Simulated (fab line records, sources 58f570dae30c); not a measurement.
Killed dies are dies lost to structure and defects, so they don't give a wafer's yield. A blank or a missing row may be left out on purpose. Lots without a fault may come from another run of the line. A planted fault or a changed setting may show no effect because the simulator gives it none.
Split-lot experiment | flow berkeley_cmos170 | 5 lots, 23 wafers read, on a route of 331 steps

THE SPLIT
At UCB170_NSD_PEB_04, the setting peb_temp_c was moved away from the recipe's 130 C on 11 of the 23 wafers read, by -1.2% to +2.9%. The other wafers ran this setting at the recipe's value.

FROM THE SPLIT TO THE READING: what the file shows between them, 1 step
- UCB170_NSD_DEVELOP_05: develop time 45 s

THE READING
cd_nm, in nm, at UCB170_NSD_CD_MEAS_06 (target cd 1200 nm). Fault-free wafers of this fab line usually give 1200.1 nm, standard deviation 1.3 nm.

wafer  | tool, chamber at the split | peb_temp_c as run, C | against the recipe | cd_nm, nm | against lot-mates on the recipe
L076.1 | litho_track-01, 0          | 132.2                | +1.7%              | 1214.9    | +13.5
L076.2 | litho_track-01, 0          | 132.2                | +1.7%              | 1215.8    | +14.3
L076.3 | litho_track-01, 0          | 130                  | recipe             | 1201.4    | -
L076.4 | litho_track-01, 0          | 130                  | recipe             | 1201.5    | -
L076.5 | litho_track-01, 0          | 132.2                | +1.7%              | 1216.1    | +14.6
L080.2 | litho_track-02, 0          | 130                  | recipe             | 1201.0    | -
L080.3 | litho_track-02, 0          | 130                  | recipe             | 1199.9    | -
L080.6 | litho_track-02, 0          | 130                  | recipe             | 1201.6    | -
L081.1 | litho_track-01, 0          | 132.4                | +1.8%              | 1214.4    | +13.9
L081.3 | litho_track-01, 0          | 132.4                | +1.8%              | 1214.8    | +14.3
L081.4 | litho_track-01, 0          | 130                  | recipe             | 1201.0    | -
L081.5 | litho_track-01, 0          | 132.4                | +1.8%              | 1215.0    | +14.5
L081.6 | litho_track-01, 0          | 130                  | recipe             | 1200.0    | -
L085.1 | litho_track-04, 0          | 133.8                | +2.9%              | 1221.1    | +22.0
L085.2 | litho_track-04, 0          | 133.8                | +2.9%              | 1220.7    | +21.6
L085.3 | litho_track-04, 0          | 130                  | recipe             | 1199.2    | -
L085.4 | litho_track-04, 0          | 130                  | recipe             | 1199.5    | -
L085.6 | litho_track-04, 0          | 130                  | recipe             | 1198.6    | -
L084.1 | litho_track-04, 0          | 130                  | recipe             | 1199.9    | -
L084.2 | litho_track-04, 0          | 128.4                | -1.2%              | 1187.7    | -11.0
L084.3 | litho_track-04, 0          | 130                  | recipe             | 1197.4    | -
L084.4 | litho_track-04, 0          | 128.4                | -1.2%              | 1187.6    | -11.1
L084.6 | litho_track-04, 0          | 128.4                | -1.2%              | 1187.5    | -11.2

THE FIT
A straight line over all 23 wafers: cd_nm changes by +8.25 nm for each +1% of peb_temp_c; r = +0.99; the points scatter about the line by 1.7 nm.
The same after taking each lot's own level away (the mean of its wafers on the recipe; 23 wafers): +7.97 nm for each +1%; r = +1.00; scatter 0.87 nm.
On that fit, the largest move of peb_temp_c shifts the reading by 23 nm.
The lots' own levels span 1198.65 to 1201.45 nm, that is 2.2 times the standard deviation above.
So the lot-to-lot level changes the slope little: the two slopes agree.
Check: with one of the wafers moved furthest among these (+2.9%) left out of the fit, the line predicts +23.3 nm for it against its lot-mates. It came out at +22 nm against them.

OTHER SPLITS ON THESE WAFERS
These wafers also went through other splits before the reading. Each is held against what the fit with the lots' levels taken away leaves over:
other split on the same wafers          | wafers away from the commonest value | r with cd_nm (lot level and that fit taken away)
UCB170_ZERO_COAT_01 spin_rpm            | 5                                    | -0.45
UCB170_ZERO_ETCH_06 rf_w                | 8                                    | +0.02
UCB170_PWELL_IMPLANT_15 energy_kev      | 5                                    | +0.08
UCB170_WELLDRIVE_OXIDATION_01 ox_time_s | 18                                   | +0.31
UCB170_ACTIVE_OXIDATION_02 temp_c       | 5                                    | -0.42
UCB170_ACTIVE_SOFTBAKE_09 time_s        | 9                                    | +0.28
UCB170_PFIELD_IMPLANT_07 energy_kev     | 10                                   | -0.08
UCB170_GATE_OXIDATION_01 ox_time_s      | 15                                   | +0.22
UCB170_NLDD_IMPLANT_08 energy_kev       | 9                                    | -0.22
UCB170_PSD_COAT_01 spin_rpm             | 6                                    | +0.04

THE FILE'S OWN FIT
cd_nm changes by +7.81 nm for each +1% of peb_temp_c, r = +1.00.
